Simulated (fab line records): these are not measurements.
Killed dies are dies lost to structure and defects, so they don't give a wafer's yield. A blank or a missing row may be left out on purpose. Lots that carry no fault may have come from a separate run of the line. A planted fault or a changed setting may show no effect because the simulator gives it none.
fab line records / flow rit_cmos
record: lots: 14 wafers: 42 last_day: 7
route steps=202 shown CONTACT@168
lots that met no fault: from a run of the same line without faults
start_h: hours from the record's opening day to when the first of the lot's shown wafers began / wait_h: how many hours have passed since the lot's step before this one / " unchanged from the row above / L1.1+2: several wafers, shown together as one row / - no value, or no start given / * or withheld: withheld / < > ~ a bound
route shown NAME@n: names a module that has steps shown in the file, with the first one's number in the route / usual: mean and standard deviation over wafers with no fault / same: alike in all rows / chamber/n: place in a boat / sites: the reading at each site / _std_site: the values' standard deviation / _edge_site: the outer-site mean with the inner-site mean subtracted / radius_mm: how far each site lies from the wafer's centre / mask NAME#n: copy n / behind: tool/chamber where the wafer was last shaped / hold: the reason the lot was held/the length of the hold in hours/how it ended / device: the transistor (n, p or np) that didn't switch / end of line: tests of these same wafers at the route's end / a step with no rows: only its recipe / killed: at the first sort, the dies lost to defects and structure; wafer yield is something else / map: shows each die of a wafer: x if killed, . if not, _ if none is there
set.NAME: the setting the step ran with; set.NAME@STEP: the setting that earlier step ran with / model.NAME: the simulator's own value behind a step, which no gauge read
steps of the route over a sample of lots; a table a step, a row a wafer
services: when a tool's chamber went out of use (start_h, in hours from the record's first day, below 0 if earlier), for how many hours, and the reason
== steps ==
step: RIT_CONTACT_CVD_00
recipe: material: SiO2 target_thk_nm: 400 precursor: TEOS temp_c: 390 time_s: 61 rf_w: 400
usual: heater_power_w: 337/48 rf_fwd_power_W: 396.9/1.5
lot.wafer=L865.1 tool=pecvd-02 chamber=2 start_h=55.85 wait_h=0.1 heater_power_w=284 rf_fwd_power_W=397.8
lot.wafer=L865.2 tool=pecvd-02 chamber=1 start_h=55.85 wait_h=0.1 heater_power_w=289 rf_fwd_power_W=394.9
lot.wafer=L865.5 tool=pecvd-02 chamber=1 start_h=55.85 wait_h=0.1 heater_power_w=307 rf_fwd_power_W=396.1
lot.wafer=L866.3 tool=pecvd-01 chamber=2 start_h=58.71 wait_h=0.0 heater_power_w=388 rf_fwd_power_W=398.4
lot.wafer=L866.4 tool=pecvd-01 chamber=1 start_h=58.71 wait_h=0.0 heater_power_w=310 rf_fwd_power_W=396.8
lot.wafer=L866.5 tool=pecvd-01 chamber=2 start_h=58.71 wait_h=0.0 heater_power_w=416 rf_fwd_power_W=397.7
lot.wafer=L867.1 tool=pecvd-03 chamber=0 start_h=62.24 wait_h=0.1 heater_power_w=296 rf_fwd_power_W=395.3
lot.wafer=L867.2 tool=pecvd-03 chamber=2 start_h=62.24 wait_h=0.1 heater_power_w=403 rf_fwd_power_W=398.0
lot.wafer=L867.6 tool=pecvd-03 chamber=2 start_h=62.24 wait_h=0.1 heater_power_w=410 rf_fwd_power_W=397.8
lot.wafer=L868.3 tool=pecvd-02 chamber=2 start_h=65.98 wait_h=0.0 heater_power_w=313 rf_fwd_power_W=396.0
lot.wafer=L868.5 tool=pecvd-02 chamber=0 start_h=65.98 wait_h=0.0 heater_power_w=282 rf_fwd_power_W=398.8
lot.wafer=L868.6 tool=pecvd-02 chamber=1 start_h=65.98 wait_h=0.0 heater_power_w=335 rf_fwd_power_W=394.4
lot.wafer=L869.1 tool=pecvd-01 chamber=1 start_h=72.42 wait_h=0.1 heater_power_w=230 rf_fwd_power_W=397.3
lot.wafer=L869.4 tool=pecvd-01 chamber=1 start_h=72.42 wait_h=0.1 heater_power_w=254 rf_fwd_power_W=397.7
lot.wafer=L869.5 tool=pecvd-01 chamber=0 start_h=72.42 wait_h=0.1 heater_power_w=371 rf_fwd_power_W=396.8
lot.wafer=L870.1 tool=pecvd-03 chamber=2 start_h=78.63 wait_h=0.1 heater_power_w=394 rf_fwd_power_W=394.5
lot.wafer=L870.2 tool=pecvd-03 chamber=0 start_h=78.63 wait_h=0.1 heater_power_w=344 rf_fwd_power_W=399.4
lot.wafer=L870.5 tool=pecvd-03 chamber=1 start_h=78.63 wait_h=0.1 heater_power_w=331 rf_fwd_power_W=396.2
lot.wafer=L873.2 tool=pecvd-03 chamber=1 start_h=92.28 wait_h=0.1 heater_power_w=318 rf_fwd_power_W=348.2
lot.wafer=L873.3 tool=pecvd-03 chamber=0 start_h=92.28 wait_h=0.1 heater_power_w=298 rf_fwd_power_W=397.3
lot.wafer=L873.5 tool=pecvd-03 chamber=0 start_h=92.28 wait_h=0.1 heater_power_w=307 rf_fwd_power_W=394.0
lot.wafer=L876.2 tool=pecvd-03 chamber=1 start_h=111.81 wait_h=0.0 heater_power_w=314 rf_fwd_power_W=350.1
lot.wafer=L876.5 tool=pecvd-03 chamber=0 start_h=111.81 wait_h=0.0 heater_power_w=326 rf_fwd_power_W=395.4
lot.wafer=L876.6 tool=pecvd-03 chamber=2 start_h=111.81 wait_h=0.0 heater_power_w=394 rf_fwd_power_W=396.9
lot.wafer=L880.1 tool=pecvd-02 chamber=2 start_h=128.07 wait_h=0.1 heater_power_w=282 rf_fwd_power_W=398.5
lot.wafer=L880.5 tool=pecvd-02 chamber=2 start_h=128.07 wait_h=0.1 heater_power_w=288 rf_fwd_power_W=398.2
lot.wafer=L880.6 tool=pecvd-02 chamber=1 start_h=128.07 wait_h=0.1 heater_power_w=334 rf_fwd_power_W=394.9
lot.wafer=L881.1 tool=pecvd-01 chamber=2 start_h=133.07 wait_h=0.1 heater_power_w=443 rf_fwd_power_W=394.9
lot.wafer=L881.3 tool=pecvd-01 chamber=1 start_h=133.07 wait_h=0.1 heater_power_w=249 rf_fwd_power_W=396.0
lot.wafer=L881.5 tool=pecvd-01 chamber=0 start_h=133.07 wait_h=0.1 heater_power_w=391 rf_fwd_power_W=399.3
lot.wafer=L884.2 tool=pecvd-02 chamber=1 start_h=148.02 wait_h=0.0 heater_power_w=300 rf_fwd_power_W=396.4
lot.wafer=L884.3 tool=pecvd-02 chamber=0 start_h=148.02 wait_h=0.0 heater_power_w=324 rf_fwd_power_W=400.5
lot.wafer=L884.4 tool=pecvd-02 chamber=2 start_h=148.02 wait_h=0.0 heater_power_w=281 rf_fwd_power_W=396.6
lot.wafer=L883.3 tool=pecvd-01 chamber=2 start_h=148.73 wait_h=0.0 heater_power_w=415 rf_fwd_power_W=395.5
lot.wafer=L883.4 tool=pecvd-01 chamber=1 start_h=148.73 wait_h=0.0 heater_power_w=303 rf_fwd_power_W=398.9
lot.wafer=L883.5 tool=pecvd-01 chamber=2 start_h=148.73 wait_h=0.0 heater_power_w=426 rf_fwd_power_W=395.2
lot.wafer=L886.1 tool=pecvd-02 chamber=2 start_h=167.46 wait_h=0.1 heater_power_w=311 rf_fwd_power_W=397.9
lot.wafer=L886.4 tool=pecvd-02 chamber=1 start_h=167.46 wait_h=0.1 heater_power_w=306 rf_fwd_power_W=397.6
lot.wafer=L886.5 tool=pecvd-02 chamber=2 start_h=167.46 wait_h=0.1 heater_power_w=316 rf_fwd_power_W=397.1
lot.wafer=L888.1 tool=pecvd-01 chamber=1 start_h=170.17 wait_h=0.1 heater_power_w=300 rf_fwd_power_W=398.3
lot.wafer=L888.3 tool=pecvd-01 chamber=2 start_h=170.17 wait_h=0.1 heater_power_w=404 rf_fwd_power_W=394.0
lot.wafer=L888.4 tool=pecvd-01 chamber=1 start_h=170.17 wait_h=0.1 heater_power_w=314 rf_fwd_power_W=397.9
step: RIT_CONTACT_THK_MEAS_01
recipe: reads: SiO2_of_CONTACT_CVD_00
usual: CONTACT_TEOS_THK: 401/5.7
lot.wafer=L865.1 tool=film_metro-04 chamber=- start_h=55.90 wait_h=0.0 CONTACT_TEOS_THK[nm]=399
lot.wafer=L865.2 tool=film_metro-04 chamber=- start_h=55.90 wait_h=0.0 CONTACT_TEOS_THK[nm]=393
lot.wafer=L865.5 tool=film_metro-04 chamber=- start_h=55.90 wait_h=0.0 CONTACT_TEOS_THK[nm]=408
lot.wafer=L866.3 tool=film_metro-04 chamber=- start_h=58.78 wait_h=0.0 CONTACT_TEOS_THK[nm]=397
lot.wafer=L866.4 tool=film_metro-04 chamber=- start_h=58.78 wait_h=0.0 CONTACT_TEOS_THK[nm]=402
lot.wafer=L866.5 tool=film_metro-04 chamber=- start_h=58.78 wait_h=0.0 CONTACT_TEOS_THK[nm]=403
lot.wafer=L867.1 tool=film_metro-04 chamber=- start_h=62.29 wait_h=0.0 CONTACT_TEOS_THK[nm]=393
lot.wafer=L867.2 tool=film_metro-04 chamber=- start_h=62.29 wait_h=0.0 CONTACT_TEOS_THK[nm]=388
lot.wafer=L867.6 tool=film_metro-04 chamber=- start_h=62.29 wait_h=0.0 CONTACT_TEOS_THK[nm]=393
lot.wafer=L868.3 tool=film_metro-03 chamber=- start_h=66.05 wait_h=0.0 CONTACT_TEOS_THK[nm]=398
lot.wafer=L868.5 tool=film_metro-03 chamber=- start_h=66.05 wait_h=0.0 CONTACT_TEOS_THK[nm]=410
lot.wafer=L868.6 tool=film_metro-03 chamber=- start_h=66.05 wait_h=0.0 CONTACT_TEOS_THK[nm]=406
lot.wafer=L869.1 tool=film_metro-04 chamber=- start_h=72.47 wait_h=0.0 CONTACT_TEOS_THK[nm]=397
lot.wafer=L869.4 tool=film_metro-04 chamber=- start_h=72.47 wait_h=0.0 CONTACT_TEOS_THK[nm]=401
lot.wafer=L869.5 tool=film_metro-04 chamber=- start_h=72.47 wait_h=0.0 CONTACT_TEOS_THK[nm]=401
lot.wafer=L870.1 tool=film_metro-04 chamber=- start_h=78.68 wait_h=0.0 CONTACT_TEOS_THK[nm]=401
lot.wafer=L870.2 tool=film_metro-04 chamber=- start_h=78.68 wait_h=0.0 CONTACT_TEOS_THK[nm]=399
lot.wafer=L870.5 tool=film_metro-04 chamber=- start_h=78.68 wait_h=0.0 CONTACT_TEOS_THK[nm]=413
lot.wafer=L873.2 tool=film_metro-03 chamber=- start_h=92.34 wait_h=0.0 CONTACT_TEOS_THK[nm]=378
lot.wafer=L873.3 tool=film_metro-03 chamber=- start_h=92.34 wait_h=0.0 CONTACT_TEOS_THK[nm]=389
lot.wafer=L873.5 tool=film_metro-03 chamber=- start_h=92.34 wait_h=0.0 CONTACT_TEOS_THK[nm]=398
lot.wafer=L876.2 tool=film_metro-03 chamber=- start_h=111.87 wait_h=0.0 CONTACT_TEOS_THK[nm]=385
lot.wafer=L876.5 tool=film_metro-03 chamber=- start_h=111.87 wait_h=0.0 CONTACT_TEOS_THK[nm]=409
lot.wafer=L876.6 tool=film_metro-03 chamber=- start_h=111.87 wait_h=0.0 CONTACT_TEOS_THK[nm]=405
lot.wafer=L880.1 tool=film_metro-01 chamber=- start_h=128.12 wait_h=0.0 CONTACT_TEOS_THK[nm]=400
lot.wafer=L880.5 tool=film_metro-01 chamber=- start_h=128.12 wait_h=0.0 CONTACT_TEOS_THK[nm]=405
lot.wafer=L880.6 tool=film_metro-01 chamber=- start_h=128.12 wait_h=0.0 CONTACT_TEOS_THK[nm]=401
lot.wafer=L881.1 tool=film_metro-04 chamber=- start_h=133.12 wait_h=0.0 CONTACT_TEOS_THK[nm]=392
lot.wafer=L881.3 tool=film_metro-04 chamber=- start_h=133.12 wait_h=0.0 CONTACT_TEOS_THK[nm]=393
lot.wafer=L881.5 tool=film_metro-04 chamber=- start_h=133.12 wait_h=0.0 CONTACT_TEOS_THK[nm]=401
lot.wafer=L884.2 tool=film_metro-04 chamber=- start_h=148.08 wait_h=0.0 CONTACT_TEOS_THK[nm]=391
lot.wafer=L884.3 tool=film_metro-04 chamber=- start_h=148.08 wait_h=0.0 CONTACT_TEOS_THK[nm]=396
lot.wafer=L884.4 tool=film_metro-04 chamber=- start_h=148.08 wait_h=0.0 CONTACT_TEOS_THK[nm]=405
lot.wafer=L883.3 tool=film_metro-01 chamber=- start_h=148.80 wait_h=0.0 CONTACT_TEOS_THK[nm]=402
lot.wafer=L883.4 tool=film_metro-01 chamber=- start_h=148.80 wait_h=0.0 CONTACT_TEOS_THK[nm]=405
lot.wafer=L883.5 tool=film_metro-01 chamber=- start_h=148.80 wait_h=0.0 CONTACT_TEOS_THK[nm]=410
lot.wafer=L886.1 tool=film_metro-01 chamber=- start_h=167.51 wait_h=0.0 CONTACT_TEOS_THK[nm]=402
lot.wafer=L886.4 tool=film_metro-01 chamber=- start_h=167.51 wait_h=0.0 CONTACT_TEOS_THK[nm]=402
lot.wafer=L886.5 tool=film_metro-01 chamber=- start_h=167.51 wait_h=0.0 CONTACT_TEOS_THK[nm]=404
lot.wafer=L888.1 tool=film_metro-04 chamber=- start_h=170.22 wait_h=0.0 CONTACT_TEOS_THK[nm]=397
lot.wafer=L888.3 tool=film_metro-04 chamber=- start_h=170.22 wait_h=0.0 CONTACT_TEOS_THK[nm]=392
lot.wafer=L888.4 tool=film_metro-04 chamber=- start_h=170.22 wait_h=0.0 CONTACT_TEOS_THK[nm]=405
== services ==
tool=pecvd-03 chamber=- start_h=45.24 hours=2.8 kind=pm
tool=pecvd-03 chamber=- start_h=54.41 hours=5.5 kind=pm
== key ==
first_sign: step: RIT_CONTACT_CVD_00 reading: rf_fwd_power_W direction: down sigmas: 32 usual: 396.9 struck: 349.1
effect: step: RIT_CONTACT_THK_MEAS_01 reading: CONTACT_TEOS_THK direction: down sigmas: 3.4 usual: 401 struck: 382
met_at RIT_CONTACT_CVD_00
struck_lots L873,L876
struck_wafers L873.2,L876.2
tester_left_out L873,L876
onset_between 78.63 92.28
fault: kind: process_parameter_drift tool: pecvd-03 chamber: 1 onset_h: 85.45 steps: RIT_CONTACT_CVD_00 channel: rf_w offset: -48 shape: step end_h: 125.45 stated: 400
tester_left_out: of these lots the tester's yield and bins aren't shown, on N5 and GAA mostly nor the transistor test; their killed dies are dies lost to structure and defects alone, not to doping, threshold or leakage, so they don't give the yield
